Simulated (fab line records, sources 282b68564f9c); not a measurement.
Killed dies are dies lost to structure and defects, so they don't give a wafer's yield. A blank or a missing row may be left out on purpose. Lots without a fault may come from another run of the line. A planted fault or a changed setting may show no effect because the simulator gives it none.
A struck lot beside a sound one | flow rit_cmos | 19 steps out of a route of 202
Sound: wafers L520.1, L520.2, L520.6. Struck: wafer L536.1. (L536.2, L536.3 of the same lot were not struck and are left out.) The cause comes at the end.
At each step with rows: each side's tool, then ch and its chambers, then its first start. Under that, the readings that differ: sound wafers | struck wafers | difference of the means | sigmas: that difference in standard deviations of wafers without a fault.
alike: readings whose means differ by less than 2 such deviations, and words and numbers that are the same on both sides. not compared: withheld readings, readings that some wafer has no value for, bounds like >300 that may hide the same value, and numbers for which the record gives no deviation and whose values overlap.
The two part at a step that has a row with sigmas, a row that says differs or no value, or rows on one side only. Numbers that don't overlap but have no deviation are shown without sigmas and don't part them. A reading that every wafer of one side lacks parts them only if that side has two wafers or more.

RIT_M1_SPUTTER_00: material Al, target thk 400 nm, time 500 s.
  sound on pvd_sputter-04, day 3 10:21; struck on pvd_sputter-04, day 7 00:47
  alike: throttle_valve_pct
RIT_M1_RS_MEAS_01: measures by four-point-probe.
  sound on film_metro-03, day 3 10:39; struck on film_metro-03, day 7 01:05
  alike: M1_AL_RS
RIT_M1_THK_MEAS_02: measures by xrf.
  sound on film_metro-03, day 3 10:46; struck on film_metro-03, day 7 01:12
  alike: M1_AL_THK
then, 6 steps without rows for these wafers: RIT_M1_HMDS_03 (prime time 60 s); RIT_M1_COAT_04 (resist thk 1300 nm); RIT_M1_SOFTBAKE_05 (time 60 s); RIT_M1_EXPOSE_06 (exposes mask M12, target cd 2600 nm); RIT_M1_PEB_07; RIT_M1_DEVELOP_08 (develop time 68 s).
RIT_M1_CD_MEAS_09: target cd 2600 nm.
  sound on cd_sem-01, day 3 11:43; struck on cd_sem-01, day 7 02:16
  alike: cd_nm
RIT_M1_OVL_MEAS_10:
  sound on overlay-02, day 3 11:50; struck on overlay-02, day 7 02:23
  reading     | sound          | struck | difference | sigmas
  M1_OVL (nm) | -2.2 -1.2 -1.4 | 1.2    | +2.8       | +2
then, 1 step without rows for these wafers: RIT_M1_HARDBAKE_11 (time 120 s).
RIT_M1_METAL_ETCH_12: etches Al in Cl2/BCl3, stops on SiO2, time 165 s, target depth 600 nm.
  sound on rie_metal-01 ch 0,1, day 3 12:07; struck on rie_metal-03 ch 0, day 7 02:40
  reading                     | sound          | struck | difference | sigmas
  drypump_motor_current_A (A) | 6.23 5.95 6.24 | 5.45   | -0.69      | -3
  alike: bcl3_flow_sccm, oes_product_au, throttle_valve_pct
  not compared: rf_hours_counter_h
then, 1 step without rows for these wafers: RIT_M1_STRIP_13 (strips in nmp, time 600 s).
RIT_M1_STRIP_14: strips in O2, time 180 s.
  sound on plasma_asher-04 ch 0,1, day 3 12:27; struck on plasma_asher-02 ch 0, day 7 03:01
  alike: drypump_motor_current_A
  not compared: rf_hours_counter_h
RIT_M1_CD_MEAS_90: target cd 2600 nm.
  sound on cd_sem-01, day 3 12:38; struck on cd_sem-02, day 7 03:12
  alike: cd_nm
then, 1 step without rows for these wafers: RIT_M1_ANNEAL_15 (time 1800 s).
RIT_M1_BOW_MEAS_16:
  sound on film_metro-04, day 3 14:15; struck on film_metro-02, day 7 04:49
  alike: M1_BOW
RIT_M1_PROBE_99:
  sound on prober-02, day 3 14:22; struck on prober-02, day 7 04:56
  reading                               | sound             | struck | difference | sigmas
  killed_at_M0_to_M3                    | 0 0 0             | 5      | +5         |
  model.etest.tester.sort_n_pass        | 257 259 257       | 253    | -5         |
  model.etest.tester.sort_yield_pct (%) | 97.35 98.11 97.35 | 95.83  | -1.77      |
  model.etest.tester.sort_bin_5_pct (%) | 1.136 1.894 1.894 | 3.03   | +1.39      |
  alike: defect_limited_yield, killed_at_front_end, killed_dies, killed_open, killed_short, sort_bin_3_pad_short, sort_bin_5_function, sort_bin_6_memory, sort_n_pass, sort_yield_pct

WHERE THEY PART
First at RIT_M1_OVL_MEAS_10; last, within this record, at RIT_M1_METAL_ETCH_12. Later steps at which nothing parts them and some readings are alike: RIT_M1_STRIP_14, RIT_M1_CD_MEAS_90, RIT_M1_BOW_MEAS_16, RIT_M1_PROBE_99.

WHY: what the simulator had put in
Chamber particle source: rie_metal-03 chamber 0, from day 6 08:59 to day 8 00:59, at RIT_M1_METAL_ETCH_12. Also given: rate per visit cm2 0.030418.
